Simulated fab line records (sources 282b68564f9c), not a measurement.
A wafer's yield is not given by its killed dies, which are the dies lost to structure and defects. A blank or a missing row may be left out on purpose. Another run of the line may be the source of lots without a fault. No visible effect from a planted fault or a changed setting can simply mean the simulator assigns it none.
One fault seen from 2 desks    flow rit-cmos    only its own numbers are on each desk; what lay behind them is given at the end

THE METROLOGY DESK
What the gauges read, lot by lot, whatever tool the lot ran on: means of the sampled wafers that have a number. Any lot whose mean is over 4 standard deviations away from the usual mean is out of limits and marked OUT; that distance is given in the brackets.
Columns: A = PSD_RS at RIT_SDANNEAL_RS_MEAS_04, usual 116.08 ohm/sq
lot   first seen here  A
L701  day 3 02:25      115.67
L702  day 3 06:40      115.89
L704  day 3 16:20      115.85
L705  day 3 22:45      116.01
L706  day 4 03:13      116.43
L707  day 4 07:44      116.47
L711  day 5 02:55      120.53 (+15) OUT
L712  day 5 08:28      120.87 (+17) OUT
L714  day 5 18:15      120.22 (+14) OUT
L716  day 6 04:42      115.76
L717  day 6 10:16      116.09
L718  day 6 15:25      115.88
L719  day 6 20:34      115.89
L720  day 7 00:07      116.11
L723  day 7 15:40      116.58
This desk reports L711, L712, L714 out of limits; the earliest was L711 at day 5 02:55 (PSD_RS at RIT_SDANNEAL_RS_MEAS_04). L701, L702, L704, L705, L706, L707, L716, L717, L718, L719, L720, L723: within limits.

THE TOOL OWNER'S DESK: implanter-02
The tool's own readings at RIT_PSD_IMPLANT_08: means of the sampled wafers that have a number, for each lot that ran on this tool. Any lot whose mean is over 4 standard deviations away from the usual mean is out of limits and marked OUT; that distance is given in the brackets.
Columns: A = beam-energy-keV at RIT_PSD_IMPLANT_08, usual 27.001; B = dose-ions-cm2 at RIT_PSD_IMPLANT_08, usual 5e+15
lot   first seen here  A                         B
L707  day 4 06:55      26.988                    5e+15
L711  day 5 02:02      25.120 (-99 or more) OUT  5e+15
L712  day 5 07:40      25.121 (-99 or more) OUT  5e+15
L714  day 5 17:26      25.110 (-99 or more) OUT  5e+15
This desk's finding: out of limits on L711, L712, L714; first on L711, day 5 02:02 (beam-energy-keV at RIT_PSD_IMPLANT_08). L707: within limits.

BROUGHT TOGETHER
The tool owner's desk had the chance to raise an alarm at day 5 02:02 on L711, L712, L714.
At day 5 02:55 the metrology desk could have sounded an alarm, on L711, L712, L714.
The lots listed all ran RIT_PSD_IMPLANT_08 on implanter-02.

WHAT THE SIMULATOR PUT IN
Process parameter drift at RIT_PSD_IMPLANT_08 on implanter-02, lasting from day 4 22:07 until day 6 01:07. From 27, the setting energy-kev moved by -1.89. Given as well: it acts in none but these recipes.
Struck lots among those shown: L711, L712, L714.
Hours from the fault's start to each desk's first reading out of limits: the tool owner's desk, 4; the metrology desk, 5.
